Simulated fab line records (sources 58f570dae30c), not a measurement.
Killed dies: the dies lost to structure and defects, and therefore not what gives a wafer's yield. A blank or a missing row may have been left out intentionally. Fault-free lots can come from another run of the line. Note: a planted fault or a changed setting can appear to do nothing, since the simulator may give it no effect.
The tool behind it: which one? :: flow berkeley-cmos170 :: 18 wafers from 6 lots sampled at 3 of the route's 331 steps

WHAT THE GAUGES SHOWED, per wafer
UCB170_GATE_THK_MEAS_05.
lot: L544
measured: day 6 21:14
on: film-metro-01
GATE_POLY_THK (nm): 212.5 213.3 213.0

lot: L547
measured: day 6 21:13
on: film-metro-02
GATE_POLY_THK (nm): 216.9 216.9 216.0

lot: L549
measured: day 7 06:41
on: film-metro-01
GATE_POLY_THK (nm): 211.4 211.5 211.0

lot: L552
measured: day 7 21:14
on: film-metro-01
GATE_POLY_THK (nm): 212.1 213.6 214.2

lot: L554
measured: day 8 06:11
on: film-metro-03
GATE_POLY_THK (nm): 211.3 212.6 211.7

lot: L563
measured: day 10 06:53
on: film-metro-03
GATE_POLY_THK (nm): 103.9 103.2 105.7 104.0 103.2 105.7

EACH LOT AND THE TOOL THAT RAN IT (in order: tool; ch and the chambers of the sampled wafers; start)
lot: L544
UCB170_ZERO_ETCH_06: rie-diel-01 ch 0,1,3, day 2 02:33
UCB170_GATE_CVD_04: lpcvd-02 ch 0, day 6 19:49

lot: L547
UCB170_ZERO_ETCH_06: rie-diel-02 ch 0,1,3, day 2 16:54
UCB170_GATE_CVD_04: lpcvd-02 ch 0, day 6 19:49

lot: L549
UCB170_ZERO_ETCH_06: rie-diel-02 ch 0,2,3, day 3 00:37
UCB170_GATE_CVD_04: lpcvd-01 ch 0, day 7 05:17

lot: L552
UCB170_ZERO_ETCH_06: rie-diel-02 ch 0,2,3, day 3 14:43
UCB170_GATE_CVD_04: lpcvd-02 ch 1, day 7 19:50

lot: L554
UCB170_ZERO_ETCH_06: rie-diel-01 ch 0,2, day 4 03:22
UCB170_GATE_CVD_04: lpcvd-02 ch 0, day 8 04:47

lot: L563
UCB170_ZERO_ETCH_06: rie-diel-01 ch 1,3, day 5 23:11
UCB170_GATE_CVD_04: lpcvd-01 ch 0, day 10 05:29
- UCB170_ZERO_ETCH_06: etches SiO2 in CHF3/CF4/Ar, time 12 s.
- UCB170_GATE_CVD_04: deposits poly-Si from SiH4, time 1440 s, target thk 214 nm.

THE ANSWER, worked out from the rows above alone
Rule: the lots themselves supply what counts as usual. The widest of any qualifying gaps counts: lots, ordered by their means at a reading, are off when they make up no more than a third of the lots, leave a main group of 4 or more, and stand apart from it by 3 or more times the standard deviation of that group's means. A main group whose means are all the same, to the digits that the tables above print for the reading, isn't used. Also off: a lot with no number at a reading for which 4 or more lots have one. The other lots that the step has rows for count as sound.
Off: L563, seen at UCB170_GATE_THK_MEAS_05 (GATE_POLY_THK). The main group has a mean of 213.2 nm with a standard deviation of 1.8.
If a tool, at a process step before that reading, ran all the lots that are off and no sound lot after the first of them, it fits. Gauges at UCB170_GATE_THK_MEAS_05: tried the same way as those tools. Can't be told from this: 3 tools fit, rie-diel-01 at UCB170_ZERO_ETCH_06, lpcvd-01 at UCB170_GATE_CVD_04, film-metro-03 at UCB170_GATE_THK_MEAS_05.

WHAT THE SIMULATOR PUT IN
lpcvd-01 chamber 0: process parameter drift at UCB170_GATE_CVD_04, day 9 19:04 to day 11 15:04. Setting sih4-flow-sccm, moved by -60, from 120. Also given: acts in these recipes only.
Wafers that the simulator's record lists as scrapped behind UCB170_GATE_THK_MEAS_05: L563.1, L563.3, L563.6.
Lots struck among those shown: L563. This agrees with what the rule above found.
